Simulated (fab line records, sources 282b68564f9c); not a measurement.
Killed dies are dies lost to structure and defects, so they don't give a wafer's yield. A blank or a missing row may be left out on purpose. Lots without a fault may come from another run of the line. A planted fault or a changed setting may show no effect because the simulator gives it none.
fab line records | flow rit_cmos
record lots=5 wafers=15 last_day=7
route steps=202 shown SILICIDE@167 CONTACT@168 M1@184
lots that met no fault: from a run of the same line without faults
start_h: hours from the record's first day to the start of the lot's first wafer shown | wait_h: hours since the lot's step before | " the same as in the row above | L1.1+2: a row that stands for several wafers | - no value, or no start given | * or withheld: withheld | < > ~ a bound
route shown NAME@n: a module of which the file shows steps, and the number in the route of the first | usual: mean/standard deviation of fault-free wafers | same: alike in all rows | chamber/n: place in a boat | sites: the reading at each site | _std_site: their standard deviation | _edge_site: outer sites' mean less inner sites' | radius_mm: how far each site lies from the wafer's centre | mask NAME#n: copy n | behind: the tool/chamber that last shaped the wafer | hold: why the lot was held/for how many hours/how that ended | device: the transistor (n, p or np) that didn't switch | end of line: the same wafers' tests at the end of the route | a step without rows: its recipe alone | killed: dies lost to structure and defects at the first sort, not the wafer's yield | map: a wafer's dies, x killed, . not, _ none there
set.NAME: the setting as run; set.NAME@STEP: as run at that earlier step | model.NAME: the simulator's own value behind a step, which no gauge read
lots at some steps of the route; a table a step, a row a wafer
services: from which hour (start_h, from the record's first day; less than 0 if before it) a tool's chamber was out of use, for how many hours, and why
## steps
# step RIT_SILICIDE_RTA_06
# recipe temp_c=750 time_s=10 idle_temp_c=25 ramp_up_s=5 ramp_down_s=10 cool_to_c=25 ambient=N2
# usual wafer_temp_C_max=754.7/0.94
# columns lot.wafer tool chamber start_h wait_h wafer_temp_C_max
L921.2 rtp_anneal-01 0 88.08 0.0 755.3
L921.4 " 0 " " 756.1
L921.5 " 0 " " 754.5
L927.4 rtp_anneal-01 0 117.47 0.0 755.2
L927.5 " 0 " " 754.4
L927.6 " 0 " " 754.8
L934.3 rtp_anneal-02 0 151.15 0.0 754.6
L934.5 " 0 " " 754.0
L934.6 " 0 " " 754.5
L937.1 rtp_anneal-02 0 166.23 0.0 755.2
L937.2 " 0 " " 755.0
L937.4 " 0 " " 753.6
L938.3 rtp_anneal-02 0 167.23 0.0 756.2
L938.5 " 0 " " 755.2
L938.6 " 0 " " 754.4
# step RIT_CONTACT_CVD_00
# recipe material=SiO2 target_thk_nm=400 precursor=TEOS temp_c=390 time_s=61 rf_w=400
# usual heater_power_w=299/58
# columns lot.wafer tool chamber start_h wait_h heater_power_w
L921.2 pecvd-01 2 88.13 0.0 312
L921.4 " 2 " " 231
L921.5 " 0 " " 340
L927.4 pecvd-01 2 117.53 0.0 302
L927.5 " 0 " " 341
L927.6 " 1 " " 311
L934.3 pecvd-04 2 151.20 0.0 308
L934.5 " 2 " " 321
L934.6 " 1 " " 254
L937.1 pecvd-04 0 166.30 0.1 413
L937.2 " 1 " " 259
L937.4 " 1 " " 278
L938.3 pecvd-03 1 167.28 0.0 307
L938.5 " 2 " " 284
L938.6 " 1 " " 317
# step RIT_CONTACT_THK_MEAS_01
# recipe reads=SiO2_of_CONTACT_CVD_00
# usual CONTACT_TEOS_THK=400/4.9
# columns lot.wafer tool chamber start_h wait_h CONTACT_TEOS_THK[nm]
L921.2 film_metro-01 - 88.19 0.0 390
L921.4 " - " " 398
L921.5 " - " " 403
L927.4 film_metro-01 - 117.58 0.0 399
L927.5 " - " " 403
L927.6 " - " " 402
L934.3 film_metro-03 - 151.27 0.0 391
L934.5 " - " " 402
L934.6 " - " " 401
L937.1 film_metro-04 - 166.35 0.0 399
L937.2 " - " " 401
L937.4 " - " " 401
L938.3 film_metro-03 - 167.35 0.0 400
L938.5 " - " " 401
L938.6 " - " " 400
# step RIT_CONTACT_HMDS_02
# recipe prime_time_s=60 prime_temp_c=140
# step RIT_CONTACT_COAT_03
# recipe resist=NOVOLAK spin_rpm=3250 resist_thk_nm=1000
# step RIT_CONTACT_SOFTBAKE_04
# recipe resist=NOVOLAK temp_c=90 time_s=60
# step RIT_CONTACT_EXPOSE_05
# recipe mask_id=M11 na=0.6 source_shape=conventional sigma_outer=0.5 target_cd_nm=1000 dose_mj=250
# step RIT_CONTACT_PEB_06
# recipe resist=NOVOLAK temp_c=withheld time_s=withheld
# step RIT_CONTACT_DEVELOP_07
# recipe resist=NOVOLAK develop_time_s=120 dev_temp_c=23
# step RIT_CONTACT_CD_MEAS_08
# recipe target_cd_nm=1000
# usual cd_nm=1000.4/2
# columns lot.wafer tool chamber start_h wait_h cd_nm
L921.2 cd_sem-01 - 89.23 - 1001.0
L921.4 " - " " 999.5
L921.5 " - " " 1000.2
L927.4 cd_sem-02 - 118.64 - 1001.7
L927.5 " - " " 1002.9
L927.6 " - " " 1001.6
L934.3 cd_sem-02 - 152.31 - 998.9
L934.5 " - " " 999.4
L934.6 " - " " 1000.2
L937.1 cd_sem-02 - 167.37 - 998.9
L937.2 " - " " 1002.3
L937.4 " - " " 1000.6
L938.3 cd_sem-01 - 168.56 - 1000.9
L938.5 " - " " 1001.7
L938.6 " - " " 1002.7
# step RIT_CONTACT_OVL_MEAS_09
# usual CONTACT_OVL=0.6/1.4
# columns lot.wafer tool chamber start_h wait_h CONTACT_OVL[nm]
L921.2 overlay-02 - 89.33 0.1 3.0
L921.4 " - " " 2.1
L921.5 " - " " 3.0
L927.4 overlay-01 - 118.72 0.1 0.3
L927.5 " - " " 0.7
L927.6 " - " " 0.6
L934.3 overlay-02 - 152.41 0.1 3.9
L934.5 " - " " 2.3
L934.6 " - " " 1.2
L937.1 overlay-01 - 167.49 0.1 0.4
L937.2 " - " " 1.0
L937.4 " - " " 0.8
L938.3 overlay-01 - 168.65 0.1 -0.4
L938.5 " - " " 0.7
L938.6 " - " " -3.0
# step RIT_CONTACT_HARDBAKE_10
# recipe resist=NOVOLAK temp_c=140 time_s=60
# step RIT_CONTACT_ETCH_11
# recipe target_depth_a=4800 over_etch_frac=0.2 stop_on=TiSi2 chemistry=CHF3/CF4/Ar target=SiO2 CHF3_flow_sccm=50 cf4_flow_sccm=10 Ar_flow_sccm=100 O2_flow_sccm=5 pressure_mtorr=100 rf_w=200 time_s=320
# usual drypump_motor_current_A=5.9/0.5 mfc_ar_sccm=100.0/0.34 oes_product_au=0.989/0.015 throttle_valve_pct=8.85/0.11
# columns lot.wafer tool chamber start_h wait_h drypump_motor_current_A mfc_ar_sccm oes_product_au rf_hours_counter_h throttle_valve_pct
L921.2 rie_diel-04 3 89.52 0.1 6.4 100.0 1.004 133 8.87
L921.4 " 0 " " 5.5 100.0 0.989 152 9.03
L921.5 " 0 " " 5.5 100.1 0.993 - 9.04
L927.4 rie_diel-04 2 118.88 0.1 5.6 100.2 0.971 144 8.88
L927.5 " 3 " " 6.4 100.2 0.998 - 8.86
L927.6 " 0 " " 5.5 100.4 0.987 - 9.03
L934.3 rie_diel-04 3 152.58 0.1 6.5 99.7 0.998 134 8.85
L934.5 " 2 " " 5.6 99.8 0.963 - 8.88
L934.6 " 3 " " 6.5 100.3 1.012 - 8.84
L937.1 rie_diel-02 0 167.85 0.1 5.9 100.2 0.973 77 9.08
L937.2 " 1 " " 5.6 100.3 0.991 39 8.95
L937.4 " 2 " " 6.7 100.1 0.979 146 8.83
L938.3 rie_diel-03 2 168.83 0.1 6.5 100.1 0.983 84 8.70
L938.5 " 2 " " 6.5 99.9 0.984 - 8.70
L938.6 " 1 " " 6.0 99.4 0.979 - 8.93
# step RIT_CONTACT_STRIP_12
# recipe chemistry=O2 time_s=180 resist=NOVOLAK platen_temp_c=withheld power_w=500 pressure_mtorr=4000 o2_flow_sccm=4000
# usual drypump_motor_current_A=5.92/0.18
# columns lot.wafer tool chamber start_h wait_h drypump_motor_current_A rf_hours_counter_h
L921.2 plasma_asher-02 1 89.71 0.1 5.86 44
L921.4 " 0 " " 5.94 -
L921.5 " 1 " " 5.88 -
L927.4 plasma_asher-03 1 119.14 0.2 6.30 -
L927.5 " 1 " " 6.29 -
L927.6 " 0 " " 5.95 -
L934.3 plasma_asher-01 1 152.83 0.2 6.05 -
L934.5 " 0 " " 5.57 -
L934.6 " 1 " " 6.06 -
L937.1 plasma_asher-02 1 168.04 0.1 5.85 54
L937.2 " 0 " " 5.93 54
L937.4 " 0 " " 5.92 -
L938.3 plasma_asher-01 0 169.08 0.2 5.59 -
L938.5 " 1 " " 6.08 -
L938.6 " 0 " " 5.58 -
# step RIT_CONTACT_CD_MEAS_90
# recipe target_cd_nm=1000
# usual cd_nm=1000.3/2
# columns lot.wafer tool chamber start_h wait_h cd_nm
L921.2 cd_sem-01 - 89.91 0.1 1000.5
L921.4 " - " " 999.0
L921.5 " - " " 999.7
L927.4 cd_sem-01 - 119.31 0.1 1001.6
L927.5 " - " " 1002.8
L927.6 " - " " 1002.1
L934.3 cd_sem-02 - 152.99 0.1 998.6
L934.5 " - " " 998.9
L934.6 " - " " 1000.3
L937.1 cd_sem-01 - 168.22 0.1 998.5
L937.2 " - " " 1002.3
L937.4 " - " " 1000.4
L938.3 cd_sem-01 - 169.24 0.1 1000.5
L938.5 " - " " 1001.3
L938.6 " - " " 1002.4
# step RIT_CONTACT_CLEAN_13
# recipe chemistry=SC1 mix=3:3:50 time_s=600 temp_c=75
# step RIT_CONTACT_CLEAN_14
# recipe chemistry=SC2 mix=3:3:50 time_s=600 temp_c=75 dry=n2_spin
# step RIT_M1_SPUTTER_00
# recipe material=Al target_thk_nm=400 power_w=2000 chamber_pressure_pa=0.4 gas=Ar time_s=500 substrate_temp_c=25
# usual throttle_valve_pct=29.4/0.87
# columns lot.wafer tool chamber start_h wait_h throttle_valve_pct
L921.2 pvd_sputter-01 - 90.36 0.0 30.1
L921.4 " - " " 30.1
L921.5 " - " " 30.2
L927.4 pvd_sputter-01 - 119.74 0.0 30.1
L927.5 " - " " 30.1
L927.6 " - " " 30.4
L934.3 pvd_sputter-01 - 153.44 0.0 29.8
L934.5 " - " " 30.1
L934.6 " - " " 30.0
L937.1 pvd_sputter-01 - 168.69 0.0 28.5
L937.2 " - " " 29.9
L937.4 " - " " 30.0
L938.3 pvd_sputter-04 - 169.67 0.0 30.9
L938.5 " - " " 29.7
L938.6 " - " " 30.5
# step RIT_M1_RS_MEAS_01
# recipe thk_meas_gauge=four-point-probe reads=Al_of_M1_SPUTTER_00
# usual M1_AL_RS=0.0736/0.00056
# columns lot.wafer tool chamber start_h wait_h M1_AL_RS[ohm/sq]
L921.2 film_metro-03 - 90.67 0.2 0.0741
L921.4 " - " " 0.0748
L921.5 " - " " 0.0745
L927.4 film_metro-01 - 120.09 0.2 0.0737
L927.5 " - " " 0.0735
L927.6 " - " " 0.0736
L934.3 film_metro-02 - 153.77 0.2 0.0734
L934.5 " - " " 0.0739
L934.6 " - " " 0.0740
L937.1 film_metro-03 - 168.98 0.1 0.0732
L937.2 " - " " 0.0728
L937.4 " - " " 0.0729
L938.3 film_metro-03 - 170.00 0.2 0.0738
L938.5 " - " " 0.0740
L938.6 " - " " 0.0735
# step RIT_M1_THK_MEAS_02
# recipe thk_meas_gauge=xrf reads=Al_of_M1_SPUTTER_00
# usual M1_AL_THK=409/4.1
# columns lot.wafer tool chamber start_h wait_h M1_AL_THK[nm]
L921.2 film_metro-03 - 90.78 0.1 403
L921.4 " - " " 399
L921.5 " - " " 402
L927.4 film_metro-01 - 120.18 0.1 408
L927.5 " - " " 412
L927.6 " - " " 411
L934.3 film_metro-02 - 153.87 0.1 409
L934.5 " - " " 405
L934.6 " - " " 406
L937.1 film_metro-03 - 169.10 0.1 408
L937.2 " - " " 407
L937.4 " - " " 407
L938.3 film_metro-03 - 170.10 0.1 402
L938.5 " - " " 403
L938.6 " - " " 407
# step RIT_M1_HMDS_03
# recipe prime_time_s=60 prime_temp_c=140
# step RIT_M1_COAT_04
# recipe resist=NOVOLAK spin_rpm=2000 resist_thk_nm=1300
# step RIT_M1_SOFTBAKE_05
# recipe resist=NOVOLAK temp_c=90 time_s=60
# step RIT_M1_EXPOSE_06
# recipe mask_id=M12 na=0.6 source_shape=conventional sigma_outer=0.5 target_cd_nm=2600 dose_mj=250
# step RIT_M1_PEB_07
# recipe resist=NOVOLAK temp_c=withheld time_s=withheld
# step RIT_M1_DEVELOP_08
# recipe resist=NOVOLAK develop_time_s=68 dev_temp_c=23
# step RIT_M1_CD_MEAS_09
# recipe target_cd_nm=2600
# usual cd_nm=2600.7/1.6
# columns lot.wafer tool chamber start_h wait_h cd_nm
L921.2 cd_sem-01 - 91.73 - 2600.5
L921.4 " - " " 2600.9
L921.5 " - " " 2601.1
L927.4 cd_sem-02 - 121.22 - 2602.4
L927.5 " - " " 2602.1
L927.6 " - " " 2599.6
L934.3 cd_sem-01 - 154.83 - 2599.4
L934.5 " - " " 2601.2
L934.6 " - " " 2601.7
L937.1 cd_sem-01 - 170.04 - 2601.7
L937.2 " - " " 2603.0
L937.4 " - " " 2602.1
L938.3 cd_sem-02 - 171.06 - 2598.7
L938.5 " - " " 2601.1
L938.6 " - " " 2598.5
# step RIT_M1_OVL_MEAS_10
# usual M1_OVL=-1.2/1.3
# columns lot.wafer tool chamber start_h wait_h M1_OVL[nm]
L921.2 overlay-01 - 91.84 0.1 1.0
L921.4 " - " " -1.0
L921.5 " - " " -0.2
L927.4 overlay-01 - 121.30 0.1 1.1
L927.5 " - " " 0.9
L927.6 " - " " 1.2
L934.3 overlay-02 - 154.92 0.1 -2.2
L934.5 " - " " -0.2
L934.6 " - " " -1.9
L937.1 overlay-01 - 170.16 0.1 0.2
L937.2 " - " " -1.9
L937.4 " - " " -1.4
L938.3 overlay-01 - 171.15 0.1 0.2
L938.5 " - " " -1.6
L938.6 " - " " -0.4
# step RIT_M1_HARDBAKE_11
# recipe resist=NOVOLAK temp_c=140 time_s=120
# step RIT_M1_METAL_ETCH_12
# recipe stop_on=SiO2 chemistry=Cl2/BCl3 target=Al time_s=165 over_etch_frac=0.5 pressure_mtorr=100 target_depth_a=6000 rf_w=250 Cl2_flow_sccm=60 bcl3_flow_sccm=50
# usual drypump_motor_current_A=5.9/0.54 oes_product_au=0.779/0.016 throttle_valve_pct=8.27/0.1
# columns lot.wafer tool chamber start_h wait_h drypump_motor_current_A oes_product_au rf_hours_counter_h throttle_valve_pct
L921.2 rie_metal-03 1 92.12 0.2 6.2 0.781 35 8.30
L921.4 " 1 " " 6.2 0.774 - 8.31
L921.5 " 1 " " 6.2 0.784 - 8.28
L927.4 rie_metal-03 1 121.62 0.1 6.2 0.783 - 8.30
L927.5 " 0 " " 6.0 0.773 - 8.41
L927.6 " 1 " " 6.2 0.779 - 8.29
L934.3 rie_metal-01 1 155.25 0.2 6.2 0.784 - 8.18
L934.5 " 1 " " 6.2 0.791 - 8.18
L934.6 " 0 " " 4.9 0.770 - 8.36
L937.1 rie_metal-01 1 170.45 0.2 6.2 0.795 5 8.18
L937.2 " 0 " " 4.9 0.772 6 8.38
L937.4 " 1 " " 6.2 0.795 - 8.19
L938.3 rie_metal-03 1 171.48 0.2 6.2 0.776 - 8.28
L938.5 " 0 " " 6.0 0.796 - 8.41
L938.6 " 1 " " 6.2 0.772 - 8.29
# step RIT_M1_STRIP_13
# recipe chemistry=nmp resist=NOVOLAK temp_c=80 time_s=600 dry=n2_spin
# step RIT_M1_STRIP_14
# recipe chemistry=O2 time_s=180 platen_temp_c=withheld power_w=500 pressure_mtorr=4000 o2_flow_sccm=4000
# step RIT_M1_CD_MEAS_90
# recipe target_cd_nm=2600
# usual cd_nm=2600.1/1.9
# columns lot.wafer tool chamber start_h wait_h cd_nm
L921.2 cd_sem-02 - 92.67 0.1 2601.0
L921.4 " - " " 2600.3
L921.5 " - " " 2601.7
L927.4 cd_sem-02 - 122.31 0.1 2600.8
L927.5 " - " " 2600.6
L927.6 " - " " 2600.4
L934.3 cd_sem-02 - 155.76 0.1 2599.9
L934.5 " - " " 2601.6
L934.6 " - " " 2602.2
L937.1 cd_sem-01 - 170.98 0.1 2600.9
L937.2 " - " " 2603.5
L937.4 " - " " 2601.4
L938.3 cd_sem-01 - 171.98 0.1 2596.9
L938.5 " - " " 2599.7
L938.6 " - " " 2598.3
# step RIT_M1_ANNEAL_15
# recipe temp_c=450 time_s=1800 ambient=forming_gas_H2N2
# step RIT_M1_BOW_MEAS_16
# recipe mode=bow
# usual M1_BOW=17/7.2
# columns lot.wafer tool chamber start_h wait_h M1_BOW[um]
L921.2 film_metro-03 - 94.29 0.0 8
L921.4 " - " " 6
L921.5 " - " " 5
L927.4 film_metro-03 - 123.93 0.1 12
L927.5 " - " " 27
L927.6 " - " " 10
L934.3 film_metro-01 - 157.38 0.0 24
L934.5 " - " " 28
L934.6 " - " " 24
L937.1 film_metro-02 - 172.60 0.0 12
L937.2 " - " " 23
L937.4 " - " " 24
L938.3 film_metro-01 - 174.14 0.0 17
L938.5 " - " " 10
L938.6 " - " " 12
# step RIT_M1_PROBE_99
# usual killed_at_contacts=0.1/0.31 killed_at_front_end=7/3 killed_dies=7/3 killed_on_rim=1.8/1.2 killed_open=3.2/1.9 killed_short=3.6/2.2
# same gross_dies=264 killed_at_M0_to_M3=0 killed_at_M4_up=0 killed_at_back_side=0 killed_at_other=0
# columns lot.wafer tool chamber start_h wait_h killed_at_contacts killed_at_front_end killed_dies killed_on_rim killed_open killed_short
L921.2 prober-02 - 94.44 0.1 0 6 6 2 4 1
L921.4 prober-02 - 94.54 0.2 0 6 6 2 1 5
L921.5 prober-02 - 94.59 0.2 0 7 7 1 3 4
L927.4 prober-02 - 124.14 0.2 1 13 14 4 5 9
L927.5 prober-02 - 124.19 0.2 0 6 6 0 5 1
L927.6 prober-02 - 124.24 0.2 0 5 5 0 3 2
L934.3 prober-01 - 157.56 0.2 22 9 31 14 2 7
L934.5 prober-01 - 157.66 0.2 0 2 2 2 0 2
L934.6 prober-01 - 157.71 0.2 21 3 24 10 1 2
L937.1 prober-02 - 172.72 0.1 0 6 6 2 5 1
L937.2 prober-02 - 172.77 0.1 0 4 4 1 3 1
L937.4 prober-02 - 172.87 0.2 0 4 4 1 2 2
L938.3 prober-01 - 174.32 0.2 0 8 8 3 3 5
L938.5 prober-01 - 174.42 0.2 0 11 11 3 6 5
L938.6 prober-01 - 174.47 0.2 0 7 7 0 2 5
# killed by level:class
L921.2 REOX:geometric_particle:open=4 SILICIDE:geometric_particle:short=1 PRETRO:coat_microbubble_printed=1
L921.4 FOX1:geometric_particle:short=2 GATE:geometric_particle:open=1 GATE:geometric_particle:short=1 REOX:geometric_particle:short=1 SPACER:geometric_particle:short=1
L921.5 FOX1:geometric_particle:short=1 GATE:geometric_particle:open=1 GATE:geometric_particle:short=1 REOX:geometric_particle:open=1 REOX:geometric_particle:short=1 SILICIDE:geometric_particle:short=1 SILICIDE:geometric_particle:open=1
L927.4 FOX2:geometric_particle:short=4 FOX1:geometric_particle:short=3 GATE:geometric_particle:short=2 FOX1:geometric_particle:open=1 FOX2:geometric_particle:open=1 GATE:geometric_particle:open=1 SILICIDE:geometric_particle:open=1 CONTACT:geometric_particle:open=1
L927.5 FOX1:geometric_particle:open=3 GATE:geometric_particle:open=1 REOX:geometric_particle:short=1 SPACER:geometric_particle:open=1
L927.6 GATE:geometric_particle:short=2 FOX2:geometric_particle:open=1 GATE:geometric_particle:open=1 REOX:geometric_particle:open=1
L934.3 CONTACT:unspecified=22 REOX:geometric_particle:short=3 FOX1:geometric_particle:short=2 FOX1:geometric_particle:open=1 GATE:geometric_particle:open=1 SPACER:geometric_particle:short=1 SILICIDE:geometric_particle:short=1
L934.5 SPACER:geometric_particle:short=1 SILICIDE:geometric_particle:short=1
L934.6 CONTACT:unspecified=21 FOX1:geometric_particle:short=1 FOX2:geometric_particle:open=1 REOX:geometric_particle:short=1
L937.1 GATE:geometric_particle:open=3 FOX2:geometric_particle:open=2 GATE:geometric_particle:short=1
L937.2 FOX1:geometric_particle:open=1 GATE:geometric_particle:short=1 GATE:geometric_particle:open=1 REOX:geometric_particle:open=1
L937.4 FOX1:geometric_particle:open=1 FOX1:geometric_particle:short=1 GATE:geometric_particle:short=1 GATE:geometric_particle:open=1
L938.3 GATE:geometric_particle:short=2 FOX1:geometric_particle:open=1 FOX2:geometric_particle:open=1 FOX2:geometric_particle:short=1 GATE:geometric_particle:open=1 REOX:geometric_particle:short=1 SPACER:geometric_particle:short=1
L938.5 FOX1:geometric_particle:open=4 FOX1:geometric_particle:short=2 GATE:geometric_particle:short=1 GATE:geometric_particle:open=1 REOX:geometric_particle:short=1 SPACER:geometric_particle:short=1 SILICIDE:geometric_particle:open=1
L938.6 REOX:geometric_particle:short=2 ACTIVE:geometric_particle:open=1 FOX1:geometric_particle:short=1 GATE:geometric_particle:short=1 REOX:geometric_particle:open=1 SPACER:geometric_particle:short=1
# map L934.3 (x killed, . not)
________......x_______
_____.............____
____...............___
___.................__
__...........x.x....._
__..................._
_........x............
_.....................
_..........x.......x..
_x..........x........x
__..................._
__..................._
___..........x..x...__
____.......xxxxxxxx___
_____......xxxxxxx____
________..xxxxx_______
# map L921.5 (x killed, . not)
________......._______
_____.............____
____...............___
___............x....__
__..................._
__..................._
_.............x.......
_.............x.......
_.....................
_....................x
__..................._
__.....x............._
___....x............__
____......x........___
_____.............____
________......._______
## services
# columns tool chamber start_h hours kind
rie_diel-03 1 101.81 - clean
rie_diel-03 1 101.81 13.4 scheduled_down
rie_diel-03 1 101.81 13.4 vent_cycle
rie_diel-02 3 105.16 7.2 repair
pvd_sputter-04 - 106.93 5.1 repair
plasma_asher-01 - 108.75 9.0 pm
plasma_asher-01 0 108.75 9.0 vent_cycle
plasma_asher-01 1 108.75 9.0 vent_cycle
rie_diel-02 1 109.64 7.4 repair
rie_metal-01 1 113.16 18.3 repair
rie_metal-03 - 115.71 0.7 repair
plasma_asher-01 0 117.75 - clean
plasma_asher-01 1 117.75 - clean
rie_diel-04 0 133.36 - clean
rie_diel-04 0 133.36 24.2 scheduled_down
rie_diel-04 0 133.36 24.2 vent_cycle
rie_metal-03 - 136.12 20.0 pm
rie_metal-03 0 136.12 20.0 vent_cycle
rie_metal-03 1 136.12 20.0 vent_cycle
pvd_sputter-04 - 143.46 11.7 repair
plasma_asher-03 - 147.35 23.8 pm
rie_metal-03 0 156.12 - clean
rie_metal-03 1 156.12 - clean
rie_diel-04 - 169.13 2.8 pm
## key
first_sign step=RIT_M1_PROBE_99 reading=killed_at_contacts direction=up sigmas=21 usual=0.1 struck=21.5
effect step=RIT_M1_PROBE_99 reading=killed_dies direction=up sigmas=6.8 usual=7 struck=28
met_at RIT_CONTACT_ETCH_11
struck_wafers L934.3,L934.6
tester_left_out L934
onset_between 118.88 152.58
fault kind=chamber_particle_source tool=rie_diel-04 chamber=3 onset_h=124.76 steps=RIT_CONTACT_ETCH_11 rate_per_visit_cm2=1.5764 end_h=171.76
# tester_left_out: of these lots the tester's yield and bins aren't shown, on N5 and GAA mostly nor the transistor test; their killed dies are dies lost to structure and defects alone, not to doping, threshold or leakage, so they don't give the yield
